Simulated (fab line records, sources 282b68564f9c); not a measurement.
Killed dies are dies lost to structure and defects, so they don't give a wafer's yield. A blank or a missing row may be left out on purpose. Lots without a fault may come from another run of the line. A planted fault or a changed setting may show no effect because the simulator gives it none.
fab line records | flow rit_cmos
record lots=5 wafers=15 last_day=7
route steps=202 shown SDANNEAL@156 PSD@157 NSD@158 PLDD@159 NLDD@160 SILICIDE@161 CONTACT@168 M1@184
lots that met no fault: from a run of the same line without faults
start_h: hours from the record's first day to the start of the lot's first wafer shown | wait_h: hours since the lot's step before | " the same as in the row above | L1.1+2: a row that stands for several wafers | - no value, or no start given | * or withheld: withheld | < > ~ a bound
route shown NAME@n: a module of which the file shows steps, and the number in the route of the first | usual: mean/standard deviation of fault-free wafers | same: alike in all rows | chamber/n: place in a boat | sites: the reading at each site | _std_site: their standard deviation | _edge_site: outer sites' mean less inner sites' | radius_mm: how far each site lies from the wafer's centre | mask NAME#n: copy n | behind: the tool/chamber that last shaped the wafer | hold: why the lot was held/for how many hours/how that ended | device: the transistor (n, p or np) that didn't switch | end of line: the same wafers' tests at the end of the route | a step without rows: its recipe alone | killed: dies lost to structure and defects at the first sort, not the wafer's yield | map: a wafer's dies, x killed, . not, _ none there
set.NAME: the setting as run; set.NAME@STEP: as run at that earlier step | model.NAME: the simulator's own value behind a step, which no gauge read
lots at some steps of the route; a table a step, a row a wafer
services: from which hour (start_h, from the record's first day; less than 0 if before it) a tool's chamber was out of use, for how many hours, and why
## steps
# step RIT_SDANNEAL_RTA_03
# recipe temp_c=1050 time_s=5 idle_temp_c=600 ramp_up_c_per_s=342 ramp_down_c_per_s=171 cool_to_c=600 ambient=N2
# usual ramp_up_c_per_s=341.99/0.057 wafer_temp_C_max=1053.7/1.2
# columns lot.wafer tool chamber start_h wait_h ramp_up_c_per_s wafer_temp_C_max
L619.1 rtp_anneal-02 0 48.60 0.0 342.04 1053.3
L619.2 " 0 " " 342.03 1055.4
L619.5 " 0 " " 341.98 1054.9
L628.1 rtp_anneal-01 0 96.23 0.0 341.94 1054.0
L628.3 " 0 " " 341.93 1054.3
L628.5 " 0 " " 342.08 1052.8
L629.1 rtp_anneal-02 0 99.63 0.0 342.02 1054.3
L629.2 " 0 " " 341.97 1052.5
L629.5 " 0 " " 342.10 1053.8
L638.2 rtp_anneal-01 0 151.27 0.0 341.94 1054.6
L638.3 " 0 " " 342.00 1053.8
L638.5 " 0 " " 342.10 1053.6
L639.3 rtp_anneal-02 0 154.61 0.0 341.99 1052.3
L639.5 " 0 " " 341.92 1053.4
L639.6 " 0 " " 341.93 1052.2
# step RIT_SDANNEAL_RS_MEAS_04
# recipe thk_meas_gauge=four-point-probe
# usual PSD_RS=115.92/0.26
# columns lot.wafer tool chamber start_h wait_h PSD_RS[ohm/sq]
L619.1 film_metro-03 - 48.66 0.0 116.26
L619.2 " - " " 116.23
L619.5 " - " " 116.03
L628.1 film_metro-02 - 96.28 0.0 116.02
L628.3 " - " " 116.22
L628.5 " - " " 115.69
L629.1 film_metro-02 - 99.69 0.0 116.40
L629.2 " - " " 115.90
L629.5 " - " " 116.21
L638.2 film_metro-02 - 151.33 0.1 116.21
L638.3 " - " " 116.41
L638.5 " - " " 115.96
L639.3 film_metro-03 - 154.69 0.1 115.88
L639.5 " - " " 115.73
L639.6 " - " " 115.75
# step RIT_SDANNEAL_RS_MEAS_05
# recipe thk_meas_gauge=four-point-probe
# usual NSD_RS=84.47/0.26
# columns lot.wafer tool chamber start_h wait_h NSD_RS[ohm/sq]
L619.1 film_metro-03 - 48.78 0.1 84.63
L619.2 " - " " 84.46
L619.5 " - " " 84.63
L628.1 film_metro-02 - 96.40 0.1 84.45
L628.3 " - " " 84.64
L628.5 " - " " 84.21
L629.1 film_metro-02 - 99.81 0.1 84.41
L629.2 " - " " 84.52
L629.5 " - " " 84.43
L638.2 film_metro-02 - 151.45 0.1 84.22
L638.3 " - " " 84.32
L638.5 " - " " 84.02
L639.3 film_metro-03 - 154.81 0.1 83.82
L639.5 " - " " 83.94
L639.6 " - " " 84.13
# step RIT_SDANNEAL_RS_MEAS_06
# recipe thk_meas_gauge=four-point-probe
# usual PLDD_RS=176.9/0.5
# columns lot.wafer tool chamber start_h wait_h PLDD_RS[ohm/sq]
L619.1 film_metro-03 - 48.90 0.1 177.4
L619.2 " - " " 177.0
L619.5 " - " " 176.8
L628.1 film_metro-02 - 96.52 0.1 176.5
L628.3 " - " " 176.5
L628.5 " - " " 176.0
L629.1 film_metro-02 - 99.93 0.1 177.1
L629.2 " - " " 177.2
L629.5 " - " " 177.4
L638.2 film_metro-02 - 151.57 0.1 177.4
L638.3 " - " " 177.8
L638.5 " - " " 177.4
L639.3 film_metro-03 - 154.93 0.1 176.8
L639.5 " - " " 176.9
L639.6 " - " " 176.4
# step RIT_SDANNEAL_RS_MEAS_07
# recipe thk_meas_gauge=four-point-probe
# usual NLDD_RS=151.5/0.5
# columns lot.wafer tool chamber start_h wait_h NLDD_RS[ohm/sq]
L619.1 film_metro-03 - 49.02 0.1 151.7
L619.2 " - " " 151.8
L619.5 " - " " 152.1
L628.1 film_metro-02 - 96.64 0.1 151.9
L628.3 " - " " 152.1
L628.5 " - " " 152.8
L629.1 film_metro-02 - 100.05 0.1 151.3
L629.2 " - " " 151.6
L629.5 " - " " 152.2
L638.2 film_metro-02 - 151.69 0.1 151.4
L638.3 " - " " 151.8
L638.5 " - " " 152.2
L639.3 film_metro-03 - 155.05 0.1 151.5
L639.5 " - " " 151.5
L639.6 " - " " 151.4
# step RIT_SILICIDE_WET_ETCH_00
# recipe chemistry=BOE target=SiO2 target_depth_nm=14 time_s=15 dry=n2_spin dilution=10:1 temp_c=21.5
# step RIT_SILICIDE_SPUTTER_01
# recipe material=Ti target_thk_nm=30 power_w=350 chamber_pressure_pa=0.667 gas=Ar time_s=240 substrate_temp_c=25
# usual throttle_valve_pct=30.2/1.1
# columns lot.wafer tool chamber start_h wait_h throttle_valve_pct
L619.1 pvd_sputter-02 - 49.15 0.0 28.6
L619.2 " - " " 29.1
L619.5 " - " " 29.0
L628.1 pvd_sputter-02 - 96.78 0.0 29.5
L628.3 " - " " 31.4
L628.5 " - " " 28.6
L629.1 pvd_sputter-03 - 100.19 0.0 31.6
L629.2 " - " " 30.2
L629.5 " - " " 31.3
L638.2 pvd_sputter-01 - 151.81 0.0 32.3
L638.3 " - " " 30.0
L638.5 " - " " 32.5
L639.3 pvd_sputter-02 - 155.14 0.0 28.9
L639.5 " - " " 28.9
L639.6 " - " " 29.4
# step RIT_SILICIDE_RS_MEAS_02
# recipe thk_meas_gauge=four-point-probe reads=Ti_of_SILICIDE_SPUTTER_01
# usual SILICIDE_TI_RS=47.6/0.83
# columns lot.wafer tool chamber start_h wait_h SILICIDE_TI_RS[ohm/sq]
L619.1 film_metro-04 - 49.30 0.1 46.5
L619.2 " - " " 47.7
L619.5 " - " " 47.1
L628.1 film_metro-04 - 96.93 0.1 50.0
L628.3 " - " " 48.0
L628.5 " - " " 48.8
L629.1 film_metro-04 - 100.34 0.1 48.0
L629.2 " - " " 46.5
L629.5 " - " " 47.8
L638.2 film_metro-03 - 151.98 0.1 47.4
L638.3 " - " " 47.6
L638.5 " - " " 47.6
L639.3 film_metro-04 - 155.33 0.1 46.8
L639.5 " - " " 46.7
L639.6 " - " " 48.1
# step RIT_SILICIDE_THK_MEAS_03
# recipe thk_meas_gauge=xrf reads=Ti_of_SILICIDE_SPUTTER_01
# usual SILICIDE_TI_THK=30.9/0.46
# columns lot.wafer tool chamber start_h wait_h SILICIDE_TI_THK[nm]
L619.1 film_metro-04 - 49.42 0.1 31.4
L619.2 " - " " 30.9
L619.5 " - " " 31.1
L628.1 film_metro-04 - 97.05 0.1 29.6
L628.3 " - " " 30.5
L628.5 " - " " 30.2
L629.1 film_metro-04 - 100.46 0.1 30.7
L629.2 " - " " 31.5
L629.5 " - " " 30.8
L638.2 film_metro-03 - 152.09 0.1 31.0
L638.3 " - " " 30.8
L638.5 " - " " 30.8
L639.3 film_metro-04 - 155.43 0.1 31.5
L639.5 " - " " 31.5
L639.6 " - " " 30.7
# step RIT_SILICIDE_RTA_04
# recipe temp_c=650 time_s=10 idle_temp_c=25 ramp_up_s=5 ramp_down_s=5 cool_to_c=25 ambient=N2
# usual wafer_temp_C_max=652.4/0.52
# columns lot.wafer tool chamber start_h wait_h wafer_temp_C_max
L619.1 rtp_anneal-01 0 49.48 0.1 651.8
L619.2 " 0 " " 652.5
L619.5 " 0 " " 652.0
L628.1 rtp_anneal-02 0 97.11 0.1 652.5
L628.3 " 0 " " 652.2
L628.5 " 0 " " 653.2
L629.1 rtp_anneal-01 0 100.52 0.1 652.7
L629.2 " 0 " " 651.4
L629.5 " 0 " " 652.3
L638.2 rtp_anneal-02 0 152.15 0.1 652.9
L638.3 " 0 " " 652.8
L638.5 " 0 " " 653.1
L639.3 rtp_anneal-01 0 155.49 0.1 651.2
L639.5 " 0 " " 651.5
L639.6 " 0 " " 651.8
# step RIT_SILICIDE_WET_ETCH_05
# recipe chemistry=SPM target=Ti temp_c=90 time_s=120 dry=n2_spin
# step RIT_SILICIDE_RTA_06
# recipe temp_c=750 time_s=10 idle_temp_c=25 ramp_up_s=5 ramp_down_s=10 cool_to_c=25 ambient=N2
# step RIT_CONTACT_CVD_00
# recipe material=SiO2 target_thk_nm=400 precursor=TEOS temp_c=390 time_s=61 rf_w=411.7
# usual heater_power_w=325/54
# columns lot.wafer tool chamber start_h wait_h heater_power_w since_wet_clean_h model.SiO2_of_CONTACT_CVD_00.thk_nm
L619.1 pecvd-03 0 49.66 0.1 270 200 392
L619.2 " 2 " " 337 200 400.6
L619.5 " 0 " " 289 - 400.7
L628.1 pecvd-03 0 97.29 0.1 308 248 403.5
L628.3 " 2 " " 297 248 402
L628.5 " 1 " " 269 - 408.5
L629.1 pecvd-01 2 100.70 0.1 365 656 397.8
L629.2 " 1 " " 424 656 400.4
L629.5 " 2 " " 378 - 402.7
L638.2 pecvd-01 2 152.31 0.0 386 708 399.2
L638.3 " 1 " " 391 708 400.5
L638.5 " 0 " " 419 - 305.2
L639.3 pecvd-02 1 155.65 0.0 320 1101 403.8
L639.5 " 1 " " 318 - 413.1
L639.6 " 2 " " 361 - 414.9
# step RIT_CONTACT_THK_MEAS_01
# recipe reads=SiO2_of_CONTACT_CVD_00
# usual CONTACT_TEOS_THK=403/5.4
# columns lot.wafer tool chamber start_h wait_h CONTACT_TEOS_THK[nm]
L619.1 film_metro-01 - 49.71 0.0 392
L619.2 " - " " 401
L619.5 " - " " 401
L628.1 film_metro-04 - 97.34 0.0 404
L628.3 " - " " 402
L628.5 " - " " 409
L629.1 film_metro-02 - 100.75 0.0 398
L629.2 " - " " 400
L629.5 " - " " 403
L638.2 film_metro-02 - 152.37 0.0 399
L638.3 " - " " 401
L638.5 " - " " 305
L639.3 film_metro-01 - 155.72 0.0 404
L639.5 " - " " 413
L639.6 " - " " 415
# step RIT_CONTACT_HMDS_02
# recipe prime_time_s=60 prime_temp_c=140
# step RIT_CONTACT_COAT_03
# recipe resist=NOVOLAK spin_rpm=3250 resist_thk_nm=1000
# step RIT_CONTACT_SOFTBAKE_04
# recipe resist=NOVOLAK temp_c=90 time_s=60
# step RIT_CONTACT_EXPOSE_05
# recipe mask_id=M11 na=0.6 source_shape=conventional sigma_outer=0.5 target_cd_nm=1000 dose_mj=250
# step RIT_CONTACT_PEB_06
# recipe resist=NOVOLAK temp_c=withheld time_s=withheld
# step RIT_CONTACT_DEVELOP_07
# recipe resist=NOVOLAK develop_time_s=120 dev_temp_c=23
# step RIT_CONTACT_CD_MEAS_08
# recipe target_cd_nm=1000
# usual cd_nm=999.2/1.9
# columns lot.wafer tool chamber start_h wait_h cd_nm
L619.1 cd_sem-02 - 50.86 - 1003.4
L619.2 " - " " 998.8
L619.5 " - " " 999.8
L628.1 cd_sem-01 - 98.49 - 1000.5
L628.3 " - " " 1001.9
L628.5 " - " " 1001.7
L629.1 cd_sem-01 - 101.99 - 1000.5
L629.2 " - " " 997.9
L629.5 " - " " 999.8
L638.2 cd_sem-02 - 153.53 - 995.8
L638.3 " - " " 997.2
L638.5 " - " " 999.1
L639.3 cd_sem-01 - 156.76 - 999.0
L639.5 " - " " 999.4
L639.6 " - " " 999.3
# step RIT_CONTACT_OVL_MEAS_09
# usual CONTACT_OVL=0.6/1.7
# columns lot.wafer tool chamber start_h wait_h CONTACT_OVL[nm]
L619.1 overlay-02 - 50.98 0.1 3.7
L619.2 " - " " 1.7
L619.5 " - " " 0.7
L628.1 overlay-02 - 98.61 0.1 1.5
L628.3 " - " " 3.2
L628.5 " - " " 1.8
L629.1 overlay-02 - 102.11 0.1 -0.1
L629.2 " - " " 0.6
L629.5 " - " " 1.1
L638.2 overlay-01 - 153.64 0.1 2.0
L638.3 " - " " -0.3
L638.5 " - " " 2.8
L639.3 overlay-02 - 156.85 0.1 -2.2
L639.5 " - " " -1.0
L639.6 " - " " 1.4
# step RIT_CONTACT_HARDBAKE_10
# recipe resist=NOVOLAK temp_c=140 time_s=60
# step RIT_CONTACT_ETCH_11
# recipe target_depth_a=4800 over_etch_frac=0.2 stop_on=TiSi2 chemistry=CHF3/CF4/Ar target=SiO2 CHF3_flow_sccm=50 cf4_flow_sccm=10 Ar_flow_sccm=100 O2_flow_sccm=5 pressure_mtorr=100 rf_w=206.7 time_s=320
# usual drypump_motor_current_A=5.6/0.38 oes_product_au=1.000/0.015 throttle_valve_pct=8.85/0.13
# columns lot.wafer tool chamber start_h wait_h drypump_motor_current_A oes_product_au rf_hours_counter_h throttle_valve_pct model.CONTACT.feature_depth_nm model.etch.depth_nm
L619.1 rie_diel-02 3 51.22 0.1 5.2 1.018 66 8.93 392 392
L619.2 " 0 " " 4.9 1.006 14 8.79 400.6 400.6
L619.5 " 2 " " 6.1 1.012 - 8.91 400.7 400.7
L628.1 rie_diel-02 3 98.79 0.1 5.2 1.021 67 8.94 403.5 403.5
L628.3 " 1 " " 5.4 1.002 152 8.90 402 402
L628.5 " 2 " " 6.1 1.015 - 8.90 408.5 408.5
L629.1 rie_diel-01 3 102.30 0.1 4.9 1.001 107 8.91 397.8 397.8
L629.2 " 2 " " 5.8 0.990 29 8.94 400.4 400.4
L629.5 " 0 " " 5.8 0.961 - 8.63 402.7 402.7
L638.2 rie_diel-02 3 153.82 0.1 5.2 1.007 68 8.94 399.2 399.2
L638.3 " 0 " " 4.8 1.012 16 8.78 400.5 400.5
L638.5 " 1 " " 5.3 0.997 - 8.90 305.2 305.2
L639.3 rie_diel-03 1 157.03 0.1 5.5 1.003 143 9.09 403.8 403.8
L639.5 " 2 " " 5.9 0.996 - 8.96 413.1 413.1
L639.6 " 3 " " 5.9 1.015 - 8.74 414.9 414.9
# step RIT_CONTACT_STRIP_12
# recipe chemistry=O2 time_s=180 resist=NOVOLAK platen_temp_c=withheld power_w=500 pressure_mtorr=4000 o2_flow_sccm=4000
# usual drypump_motor_current_A=5.7/0.54 o2_flow_sccm=3998/12 rf_refl_power_W=6.8/1.4
# columns lot.wafer tool chamber start_h wait_h drypump_motor_current_A o2_flow_sccm rf_hours_counter_h rf_refl_power_W
L619.1 plasma_asher-03 1 51.41 0.1 5.7 3996 26 7.5
L619.2 " 0 " " 6.5 4009 26 7.9
L619.5 " 0 " " 6.5 4002 - 8.2
L628.1 plasma_asher-04 1 98.99 0.1 6.3 3994 47 7.8
L628.3 " 0 " " 5.5 3985 - 7.9
L628.5 " 1 " " 6.3 4011 - 7.9
L629.1 plasma_asher-03 0 102.49 0.1 6.5 4004 32 7.9
L629.2 " 1 " " 5.7 4018 32 7.6
L629.5 " 1 " " 5.7 4006 - 7.5
L638.2 plasma_asher-03 1 154.01 0.1 5.7 3990 38 7.5
L638.3 " 1 " " 5.7 3991 - 7.6
L638.5 " 1 " " 5.7 3996 - 7.6
L639.3 plasma_asher-02 0 157.28 0.2 5.2 4001 - 4.7
L639.5 " 0 " " 5.2 3994 - 4.3
L639.6 " 1 " " 5.2 3983 - 5.4
# step RIT_CONTACT_CD_MEAS_90
# recipe target_cd_nm=1000
# usual cd_nm=999.3/2
# columns lot.wafer tool chamber start_h wait_h cd_nm
L619.1 cd_sem-01 - 51.59 0.1 1003.1
L619.2 " - " " 999.0
L619.5 " - " " 1000.0
L628.1 cd_sem-01 - 99.16 0.1 1000.8
L628.3 " - " " 1002.2
L628.5 " - " " 1001.5
L629.1 cd_sem-02 - 102.67 0.1 1001.0
L629.2 " - " " 997.4
L629.5 " - " " 1000.4
L638.2 cd_sem-02 - 154.21 0.1 996.2
L638.3 " - " " 997.0
L638.5 " - " " 999.3
L639.3 cd_sem-02 - 157.44 0.1 999.4
L639.5 " - " " 999.9
L639.6 " - " " 999.6
# step RIT_CONTACT_CLEAN_13
# recipe chemistry=SC1 mix=3:3:50 time_s=600 temp_c=75
# step RIT_CONTACT_CLEAN_14
# recipe chemistry=SC2 mix=3:3:50 time_s=600 temp_c=75 dry=n2_spin
# step RIT_M1_SPUTTER_00
# recipe material=Al target_thk_nm=400 power_w=2000 chamber_pressure_pa=0.4 gas=Ar time_s=500 substrate_temp_c=25
# usual throttle_valve_pct=30.8/1.1
# columns lot.wafer tool chamber start_h wait_h throttle_valve_pct
L619.1 pvd_sputter-01 - 52.07 0.0 29.8
L619.2 " - " " 32.4
L619.5 " - " " 32.5
L628.1 pvd_sputter-04 - 99.70 0.0 29.1
L628.3 " - " " 31.7
L628.5 " - " " 32.0
L629.1 pvd_sputter-01 - 103.17 0.0 29.2
L629.2 " - " " 31.4
L629.5 " - " " 29.9
L638.2 pvd_sputter-03 - 154.94 0.0 29.6
L638.3 " - " " 30.2
L638.5 " - " " 29.6
L639.3 pvd_sputter-04 - 157.87 0.0 31.6
L639.5 " - " " 31.7
L639.6 " - " " 31.7
# step RIT_M1_RS_MEAS_01
# recipe thk_meas_gauge=four-point-probe reads=Al_of_M1_SPUTTER_00
# usual M1_AL_RS=0.0734/0.00079
# columns lot.wafer tool chamber start_h wait_h M1_AL_RS[ohm/sq]
L619.1 film_metro-01 - 52.66 0.3 0.0722
L619.2 " - " " 0.0720
L619.5 " - " " 0.0722
L628.1 film_metro-01 - 100.15 0.3 0.0738
L628.3 " - " " 0.0745
L628.5 " - " " 0.0744
L629.1 film_metro-01 - 103.47 0.1 0.0737
L629.2 " - " " 0.0733
L629.5 " - " " 0.0736
L638.2 film_metro-02 - 155.28 0.2 0.0731
L638.3 " - " " 0.0733
L638.5 " - " " 0.0731
L639.3 film_metro-03 - 158.24 0.2 0.0732
L639.5 " - " " 0.0724
L639.6 " - " " 0.0727
# step RIT_M1_THK_MEAS_02
# recipe thk_meas_gauge=xrf reads=Al_of_M1_SPUTTER_00
# usual M1_AL_THK=397/5.2
# columns lot.wafer tool chamber start_h wait_h M1_AL_THK[nm]
L619.1 film_metro-01 - 52.78 0.1 401
L619.2 " - " " 407
L619.5 " - " " 402
L628.1 film_metro-01 - 100.27 0.1 397
L628.3 " - " " 394
L628.5 " - " " 391
L629.1 film_metro-01 - 103.59 0.1 399
L629.2 " - " " 400
L629.5 " - " " 399
L638.2 film_metro-02 - 155.39 0.1 396
L638.3 " - " " 395
L638.5 " - " " 397
L639.3 film_metro-03 - 158.34 0.1 400
L639.5 " - " " 405
L639.6 " - " " 405
# step RIT_M1_HMDS_03
# recipe prime_time_s=60 prime_temp_c=140
# step RIT_M1_COAT_04
# recipe resist=NOVOLAK spin_rpm=2000 resist_thk_nm=1322
# step RIT_M1_SOFTBAKE_05
# recipe resist=NOVOLAK temp_c=90 time_s=60
# step RIT_M1_EXPOSE_06
# recipe mask_id=M12 na=0.6 source_shape=conventional sigma_outer=0.5 target_cd_nm=2600 dose_mj=250
# step RIT_M1_PEB_07
# recipe resist=NOVOLAK temp_c=withheld time_s=withheld
# step RIT_M1_DEVELOP_08
# recipe resist=NOVOLAK develop_time_s=68 dev_temp_c=23
# step RIT_M1_CD_MEAS_09
# recipe target_cd_nm=2600
# usual cd_nm=2600.4/2
# columns lot.wafer tool chamber start_h wait_h cd_nm
L619.1 cd_sem-02 - 53.85 - 2598.5
L619.2 " - " " 2599.6
L619.5 " - " " 2602.2
L628.1 cd_sem-01 - 101.49 - 2597.5
L628.3 " - " " 2598.6
L628.5 " - " " 2598.5
L629.1 cd_sem-01 - 104.53 - 2602.2
L629.2 " - " " 2599.8
L629.5 " - " " 2602.2
L638.2 cd_sem-02 - 156.46 - 2602.8
L638.3 " - " " 2604.0
L638.5 " - " " 2601.9
L639.3 cd_sem-02 - 159.30 - 2599.8
L639.5 " - " " 2599.0
L639.6 " - " " 2598.0
# step RIT_M1_OVL_MEAS_10
# usual M1_OVL=-1.0/1.4
# columns lot.wafer tool chamber start_h wait_h M1_OVL[nm]
L619.1 overlay-02 - 53.97 0.1 -1.1
L619.2 " - " " -1.0
L619.5 " - " " -0.1
L628.1 overlay-01 - 101.61 0.1 -0.2
L628.3 " - " " -3.5
L628.5 " - " " -1.0
L629.1 overlay-01 - 104.65 0.1 -2.1
L629.2 " - " " -0.4
L629.5 " - " " -1.2
L638.2 overlay-01 - 156.57 0.1 -1.3
L638.3 " - " " -0.5
L638.5 " - " " -1.6
L639.3 overlay-01 - 159.39 0.1 1.4
L639.5 " - " " -0.7
L639.6 " - " " 1.0
# step RIT_M1_HARDBAKE_11
# recipe resist=NOVOLAK temp_c=140 time_s=120
# step RIT_M1_METAL_ETCH_12
# recipe stop_on=SiO2 chemistry=Cl2/BCl3 target=Al time_s=165 over_etch_frac=0.5 pressure_mtorr=100 target_depth_a=6000 rf_w=250 Cl2_flow_sccm=60 bcl3_flow_sccm=50
# usual drypump_motor_current_A=5.6/0.63 oes_product_au=0.785/0.014 throttle_valve_pct=8.36/0.094
# columns lot.wafer tool chamber start_h wait_h drypump_motor_current_A oes_product_au rf_hours_counter_h throttle_valve_pct model.SiO2_of_CONTACT_CVD_00.thk_nm
L619.1 rie_metal-03 1 54.25 0.2 5.2 0.814 1 8.37 354.8
L619.2 " 0 " " 5.2 0.786 1 8.34 363.7
L619.5 " 1 " " 5.2 0.804 - 8.38 363.3
L628.1 rie_metal-03 0 101.89 0.2 5.2 0.772 1 8.34 366.3
L628.3 " 1 " " 5.2 0.802 - 8.40 364.7
L628.5 " 1 " " 5.2 0.795 - 8.39 371
L629.1 rie_metal-02 0 104.93 0.2 6.6 0.780 34 8.31 361.4
L629.2 " 1 " " 4.9 0.803 37 8.48 362.8
L629.5 " 1 " " 4.9 0.799 - 8.51 365.1
L638.2 rie_metal-02 1 156.85 0.2 4.9 0.766 0 8.50 361.5
L638.3 " 1 " " 4.9 0.765 - 8.50 362.8
L638.5 " 0 " " 6.5 0.774 - 8.33 269.5
L639.3 rie_metal-03 0 159.72 0.2 5.2 0.783 - 8.33 366.5
L639.5 " 0 " " 5.2 0.787 - 8.34 375.9
L639.6 " 1 " " 5.2 0.808 - 8.37 377.7
# step RIT_M1_STRIP_13
# recipe chemistry=nmp resist=NOVOLAK temp_c=80 time_s=600 dry=n2_spin
# step RIT_M1_PROBE_99
# usual killed_at_contacts=0.1/0.31 killed_at_front_end=6.3/3 killed_dies=6.4/3 killed_open=3/1.9 killed_short=3.4/1.9
# same gross_dies=264 killed_at_M0_to_M3=0 killed_at_M4_up=0 killed_at_back_side=0 killed_at_other=0
# columns lot.wafer tool chamber start_h wait_h killed_at_contacts killed_at_front_end killed_dies killed_open killed_short model.etest.field_p_metal.vt_v model.etest.nmos_0p15.junction_log10_a_um model.etest.nmos_narrow.off_log10_a_um model.etest.nmos_0p3.off_log10_a_um model.etest.gate_end_array.leak_log10_a_um model.etest.antenna_contact.vt_shift_v
L619.1 prober-01 - 56.51 0.1 0 5 5 2 3 -29.91 -13.68 -13.27 -13.04 -12.91 -0.01443
L619.2 prober-01 - 56.56 0.1 0 10 10 6 4 -30.41 -13.53 -13.28 -13.11 -12.95 -0.0105
L619.5 prober-01 - 56.71 0.2 0 6 6 3 3 -30 -13.64 -13.17 -13.07 -12.95 -0.01229
L628.1 prober-02 - 104.16 0.1 1 5 6 3 3 -29.73 -13.38 -13.27 -13.05 -12.97 -0.005936
L628.3 prober-02 - 104.26 0.2 1 8 9 6 3 -30.03 -13.49 -13.2 -12.98 -12.78 -0.01321
L628.5 prober-02 - 104.36 0.2 0 7 7 5 2 -29.75 -13.53 -13.3 -13.18 -12.91 -0.01225
L629.1 prober-01 - 107.22 0.1 0 12 12 3 9 -28.83 -13.32 -13.21 -13.04 -12.93 -0.01445
L629.2 prober-01 - 107.27 0.1 0 11 11 7 4 -29.54 -13.42 -13.07 -13.06 -12.87 -0.01297
L629.5 prober-01 - 107.42 0.2 0 4 4 0 4 -29.62 -13.53 -13.2 -13.09 -12.82 -0.01092
L638.2 prober-02 - 159.64 0.1 0 10 10 3 7 -29.87 -13.69 -13.28 -13.12 -12.88 -0.01128
L638.3 prober-02 - 159.69 0.2 0 6 6 4 2 -30.04 -13.52 -13.11 -13.16 -12.9 -0.009683
L638.5 prober-02 - 159.79 0.2 0 0 0 0 0 -24.86 -13.15 -12.95 -12.93 -12.79 -0.02208
L639.3 prober-01 - 162.02 0.2 0 7 7 4 3 -30 -13.66 -13.38 -13.16 -12.87 -0.007815
L639.5 prober-01 - 162.12 0.2 0 7 7 5 2 -30.7 -13.53 -13.15 -13.02 -12.84 -0.008495
L639.6 prober-01 - 162.17 0.2 1 4 5 1 4 -30.45 -13.46 -13.26 -13.11 -12.86 -0.005179
# killed by level:class
L619.1 FOX1:geometric_particle:short=2 FOX2:geometric_particle:open=1 GATE:geometric_particle:short=1 GATE:geometric_particle:open=1
L619.2 GATE:geometric_particle:short=4 GATE:geometric_particle:open=4 REOX:geometric_particle:open=1 SILICIDE:geometric_particle:open=1
L619.5 GATE:geometric_particle:open=2 SILICIDE:geometric_particle:short=2 REOX:geometric_particle:short=1 SPACER:geometric_particle:open=1
L628.1 SPACER:geometric_particle:open=2 SPACER:geometric_particle:short=2 GATE:geometric_particle:open=1 CONTACT:geometric_particle:short=1
L628.3 GATE:geometric_particle:open=5 GATE:geometric_particle:short=1 REOX:geometric_particle:short=1 REOX:geometric_particle:open=1 CONTACT:geometric_particle:short=1
L628.5 GATE:geometric_particle:short=2 GATE:geometric_particle:open=2 SPACER:geometric_particle:open=2 FOX1:geometric_particle:open=1
L629.1 GATE:geometric_particle:short=4 SILICIDE:geometric_particle:short=4 FOX2:geometric_particle:short=1 GATE:geometric_particle:open=1 SPACER:geometric_particle:open=1 SILICIDE:geometric_particle:open=1
L629.2 GATE:geometric_particle:open=2 REOX:geometric_particle:open=2 SILICIDE:geometric_particle:short=2 FOX1:geometric_particle:open=1 FOX1:geometric_particle:short=1 FOX2:geometric_particle:open=1 SPACER:geometric_particle:short=1 SILICIDE:geometric_particle:open=1
L629.5 GATE:geometric_particle:short=2 FOX2:geometric_particle:short=1 REOX:geometric_particle:short=1
L638.2 GATE:geometric_particle:short=5 FOX1:geometric_particle:open=1 FOX2:geometric_particle:short=1 FOX2:geometric_particle:open=1 GATE:geometric_particle:open=1 SILICIDE:geometric_particle:short=1
L638.3 GATE:geometric_particle:open=2 SILICIDE:geometric_particle:open=2 FOX1:geometric_particle:short=1 SILICIDE:geometric_particle:short=1
L638.5
L639.3 GATE:geometric_particle:open=1 GATE:geometric_particle:short=1 REOX:geometric_particle:open=1 REOX:geometric_particle:short=1 SPACER:geometric_particle:short=1 SPACER:geometric_particle:open=1 SILICIDE:geometric_particle:open=1
L639.5 FOX1:geometric_particle:open=2 FOX1:geometric_particle:short=1 GATE:geometric_particle:open=1 REOX:geometric_particle:open=1 SPACER:geometric_particle:open=1 SILICIDE:geometric_particle:short=1
L639.6 SPACER:geometric_particle:short=2 ACTIVE:geometric_particle:short=1 GATE:geometric_particle:open=1 CONTACT:geometric_particle:short=1
## services
# columns tool chamber start_h hours kind
rie_diel-03 0 25.37 1.5 repair
pvd_sputter-01 - 30.46 3.4 repair
pecvd-03 0 37.84 6.2 repair
rie_diel-02 - 41.06 2.5 repair
plasma_asher-04 - 57.82 14.6 pm
rie_metal-03 - 59.04 0.5 repair
pvd_sputter-02 - 63.67 0.7 repair
pecvd-02 0 71.85 4.7 repair
plasma_asher-04 - 74.78 2.2 repair
rie_metal-03 - 76.51 2.8 pm
plasma_asher-02 - 77.73 3.1 repair
rie_metal-02 - 79.63 0.2 repair
pvd_sputter-03 - 81.87 1.9 repair
rie_diel-01 2 82.59 5.1 repair
pecvd-02 2 88.79 3.6 repair
pvd_sputter-04 - 100.32 5.5 repair
pvd_sputter-02 - 102.85 32.0 repair
plasma_asher-04 - 114.19 2.8 repair
pvd_sputter-04 - 118.33 19.5 repair
rie_diel-03 1 118.47 9.9 repair
pecvd-03 - 123.75 2.8 pm
rie_metal-02 - 136.12 20.0 pm
pecvd-03 2 138.82 26.5 repair
rie_metal-02 - 149.01 1.3 repair
## key
first_sign step=RIT_CONTACT_THK_MEAS_01 reading=CONTACT_TEOS_THK direction=down sigmas=18 usual=403 struck=305
effect none on later readings
model_effect step=RIT_CONTACT_CVD_00 value=SiO2_of_CONTACT_CVD_00.thk_nm without=406.1 struck=305.2
model_effect step=RIT_CONTACT_ETCH_11 value=CONTACT.feature_depth_nm without=406.1 struck=305.2
model_effect step=RIT_M1_METAL_ETCH_12 value=SiO2_of_CONTACT_CVD_00.thk_nm without=370.5 struck=269.5
model_effect step=RIT_M1_PROBE_99 value=etest.field_p_metal.vt_v without=-30.11 struck=-24.86
met_at RIT_CONTACT_CVD_00
struck_wafers L638.5
tester_left_out L638
fault kind=process_parameter_drift tool=pecvd-01 chamber=0 onset_h=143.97 steps=RIT_CONTACT_CVD_00 channel=target_thk_nm offset=-99.334 shape=step end_h=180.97 stated=400
# tester_left_out: of these lots the tester's yield and bins aren't shown, on N5 and GAA mostly nor the transistor test; their killed dies are dies lost to structure and defects alone, not to doping, threshold or leakage, so they don't give the yield
